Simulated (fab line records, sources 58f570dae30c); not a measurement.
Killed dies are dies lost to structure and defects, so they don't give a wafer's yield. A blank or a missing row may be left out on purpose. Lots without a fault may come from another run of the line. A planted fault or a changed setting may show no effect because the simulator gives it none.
Problem report in the 8D (eight disciplines) form, filled by code | flow berkeley_cmos170 | the parts of the form that need people (team, actions taken, sign-off) are left out

1. THE PROBLEM
chamber_pressure_mTorr at UCB170_M1_METAL_ETCH_12 reads a mean of 18.001 mTorr on 6 wafers of 2 lots; wafers without a fault read 12.001 mTorr with a standard deviation of 0.012. That is +99 or more standard deviations from the usual mean.
The step: etches Al in Cl2/BCl3, stops on PSG, target depth 780 nm, time 130 s.
First seen on wafer L138.1, day 13 04:16, on rie_metal-02. The record holds 42 wafers of 14 lots with a number at this step. Rule for "out", or "out of limits": more than 4 standard deviations from the usual mean. The other wafers with a number count as sound.

2. WHAT IT IS AND WHAT IT IS NOT
question                    | is                     | is not
which readings at this step | chamber_pressure_mTorr | drypump_motor_current_A, mfc_cl2_sccm, oes_product_au, throttle_valve_pct
which lots                  | L138, L139             | L118, L120, L121, L122, L123, L124, L127, L128, L129, L130, L131, L133
which wafers of those lots  | all that have a number | -
read on which tools         | rie_metal-02           | rie_metal-01, rie_metal-04
when                        | from day 13 04:16      | up to then (36 sound wafers)

3. SUSPECTS, AND WHAT RULES EACH OUT
Counting: a tool at a process step up to the reading stays a suspect if it ran every lot that is out and no sound lot after the first of them.
- rtp_anneal-01 at UCB170_SDANNEAL_RTA_01 (time 5 s): kept. It ran every lot that is out, first L138 (day 12 18:17), and no sound lot after that; its last sound lot up to then is L130 (day 10 19:46).
- pvd_sputter-01 at UCB170_M1_SPUTTER_00 (material Al, target thk 600 nm, time 80 s): kept. It ran every lot that is out, first L138 (day 13 02:13), and no sound lot after that; its last sound lot up to then is L130 (day 11 04:32).
- rie_metal-02 at UCB170_M1_METAL_ETCH_12 (etches Al in Cl2/BCl3, stops on PSG, target depth 780 nm, time 130 s): kept. It ran every lot that is out, first L138 (day 13 04:16), and no sound lot after that; its last sound lot up to then is L133 (day 11 13:10). Its own readings are out on those wafers: chamber_pressure_mTorr.
Left after counting: rtp_anneal-01 at UCB170_SDANNEAL_RTA_01, pvd_sputter-01 at UCB170_M1_SPUTTER_00, rie_metal-02 at UCB170_M1_METAL_ETCH_12.

4. THE CAUSE (what the simulator had put in)
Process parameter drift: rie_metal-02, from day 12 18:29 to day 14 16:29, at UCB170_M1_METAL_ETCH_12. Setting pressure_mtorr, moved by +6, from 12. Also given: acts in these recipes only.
Counting left 3 suspects, and this tool is among them.

5. THE CHAIN OF EFFECTS, in route order
Each row: a reading whose mean over the struck wafers that have a number lies more than 3 standard deviations from the usual. Only readings for which the record gives a usual standard deviation are gone through. hours: the time from each lot's start at the first step in this table that gives one to its start at this step, as a median over the lots. sigmas: the change in usual standard deviations.
hours | step                    | reading                | usual        | on struck wafers | change | sigmas
0     | UCB170_M1_METAL_ETCH_12 | chamber_pressure_mTorr | 12.001 mTorr | 18.001           | +6.000 | +99 or more
The process steps in it:
- UCB170_M1_METAL_ETCH_12: etches Al in Cl2/BCl3, stops on PSG, target depth 780 nm, time 130 s.

6. WHAT WOULD HAVE CAUGHT IT SOONER
In this record the first reading out of limits was taken at day 13 04:16, 10 hours after the fault began at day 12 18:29.
